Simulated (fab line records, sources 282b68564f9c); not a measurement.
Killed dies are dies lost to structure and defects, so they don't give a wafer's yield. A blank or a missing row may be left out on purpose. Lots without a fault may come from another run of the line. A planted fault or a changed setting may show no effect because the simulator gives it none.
Tool commonality check | flow rit_cmos | 14 lots, 42 wafers sampled

WHY IT WAS OPENED
At RIT_ACTIVE_THK_MEAS_02 the reading ACTIVE_OXIDE_THK is flagged on 2 of 14 lots. Wafers without a fault read 43.1 nm, standard deviation 0.78.
Rule: a lot is flagged when every wafer of it that has a number lies more than 4 standard deviations from that mean, or none has a number. The other lots count as sound.

lot  | measured    | on            | ACTIVE_OXIDE_THK (nm), wafer by wafer | flag
L740 | day 1 13:34 | film_metro-02 | 43.5 43.5 42.7                        |
L741 | day 1 17:31 | film_metro-02 | 42.4 41.7 43.1                        |
L742 | day 1 22:16 | film_metro-02 | 43.2 43.6 44.0                        |
L743 | day 2 03:04 | film_metro-02 | 44.0 44.8 44.6                        |
L744 | day 2 10:12 | film_metro-01 | 42.5 42.8 42.9                        |
L745 | day 2 14:02 | film_metro-01 | 43.3 43.6 43.3                        |
L748 | day 3 05:02 | film_metro-02 | 66.7 66.4 66.0                        | FLAGGED
L749 | day 3 12:28 | film_metro-03 | 42.2 42.0 41.9                        |
L750 | day 3 17:15 | film_metro-01 | 66.7 66.6 66.9                        | FLAGGED
L757 | day 5 01:55 | film_metro-03 | 43.6 43.5 43.8                        |
L758 | day 5 08:54 | film_metro-01 | 42.0 42.4 42.5                        |
L760 | day 5 17:13 | film_metro-02 | 42.5 43.5 43.0                        |
L761 | day 5 21:47 | film_metro-03 | 42.3 43.1 42.2                        |
L762 | day 6 02:20 | film_metro-01 | 43.2 44.3 43.9                        |
The numbers of the flagged lots are 66.5 nm on average: +23.4 nm against the usual, or +30 standard deviations.

WHICH TOOL RAN EACH LOT
The record holds 1 process step before the reading, out of a route of 202 steps. In each cell: the tool, then ch and the chambers that the sampled wafers went through, then the start.
lot  | flag    | RIT_ACTIVE_OXIDATION_01
L740 |         | furnace-04 ch 0, day 1 11:37
L741 |         | furnace-03 ch 0, day 1 15:35
L742 |         | furnace-01 ch 0, day 1 20:19
L743 |         | furnace-04 ch 0, day 2 01:07
L744 |         | furnace-03 ch 0, day 2 08:14
L745 |         | furnace-04 ch 0, day 2 12:07
L748 | FLAGGED | furnace-04 ch 0, day 3 03:06
L749 |         | furnace-01 ch 0, day 3 10:32
L750 | FLAGGED | furnace-04 ch 0, day 3 15:18
L757 |         | furnace-03 ch 0, day 4 23:59
L758 |         | furnace-03 ch 0, day 5 06:58
L760 |         | furnace-03 ch 0, day 5 15:17
L761 |         | furnace-01 ch 0, day 5 19:49
L762 |         | furnace-01 ch 0, day 6 00:23
What these steps do:
- RIT_ACTIVE_OXIDATION_01: target thk 46.8 nm, ox time 3360 s.
- RIT_ACTIVE_THK_MEAS_02

FLAGGED OVER TOTAL, TOOL BY TOOL (the gauges that took the reading come last)
step                    | tool          | lots run | flagged | share of the flagged lots | sound lots run after its first flagged lot
RIT_ACTIVE_OXIDATION_01 | furnace-01    | 4        | 0       | none                      | -
RIT_ACTIVE_OXIDATION_01 | furnace-03    | 5        | 0       | none                      | -
RIT_ACTIVE_OXIDATION_01 | furnace-04    | 5        | 2       | all                       | 0
RIT_ACTIVE_THK_MEAS_02  | film_metro-01 | 5        | 1       | some                      | 2 (L758,L762)
RIT_ACTIVE_THK_MEAS_02  | film_metro-02 | 6        | 1       | some                      | 1 (L760)
RIT_ACTIVE_THK_MEAS_02  | film_metro-03 | 3        | 0       | none                      | -

WHAT THE TABLE ALLOWS
1 row of the table ran every flagged lot: furnace-04 at RIT_ACTIVE_OXIDATION_01.
- furnace-04 at RIT_ACTIVE_OXIDATION_01: 2 of its 5 lots flagged. Its last sound lot is L745 (day 2 12:07), its first flagged lot L748 (day 3 03:06): a fault that began between those two fits.
One tool is left: furnace-04 at RIT_ACTIVE_OXIDATION_01.

WHAT THE SIMULATOR HAD PUT IN
Process parameter drift: furnace-04, from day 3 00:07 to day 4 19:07, at RIT_ACTIVE_OXIDATION_01. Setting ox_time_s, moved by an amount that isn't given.
Lots struck among those shown: L748, L750. The rule above found the same.
